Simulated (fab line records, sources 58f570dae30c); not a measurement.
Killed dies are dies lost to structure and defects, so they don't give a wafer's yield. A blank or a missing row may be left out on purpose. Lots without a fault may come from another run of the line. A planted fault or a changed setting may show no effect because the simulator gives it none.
Chamber matching | flow berkeley_cmos170 | UCB170_GATE_ETCH_14 on rie_diel-02: 4 sister chambers
The step etches BARC in N2/H2. 4 wafers are shown with their chamber, then 7 later ones without.

WAFERS WITH THEIR CHAMBER
wafer  | chamber | throttle_valve_pct (%)
L829.6 | 0       | 13.20
L836.4 | 3       | 13.23
L838.3 | 2       | 13.13
L838.5 | 1       | 13.54

WAFERS WITHOUT THEIR CHAMBER
wafer  | throttle_valve_pct (%)
L838.6 | 13.12
L844.2 | 13.12
L844.3 | 13.19
L844.5 | 13.53
L845.1 | 13.23
L845.2 | 13.54
L845.4 | 13.20

WHICH CHAMBER EACH WENT THROUGH
wafer  | from the rows above | in truth
L838.6 | 2                   | 2
L844.2 | 2                   | 2
L844.3 | 0                   | 0
L844.5 | 1                   | 1
L845.1 | 3                   | 3
L845.2 | 1                   | 1
L845.4 | 0                   | 0
Placed correctly: 7 of 7. Can't be placed from these rows: 0. Placed wrongly: 0.
How it was worked out, from the rows above alone: a wafer's distance from a chamber is the root of the sum, over the readings, of the square of ((its reading less the chamber's mean) divided by the reading's scatter). The wafer belongs to the nearest chamber; if the next one is less than 2 further off, it can't be placed. A chamber's mean is the mean of its shown wafers. The scatter: with one shown wafer a chamber, the root of the mean of the squares of how far each hidden wafer lies from its nearest shown one.
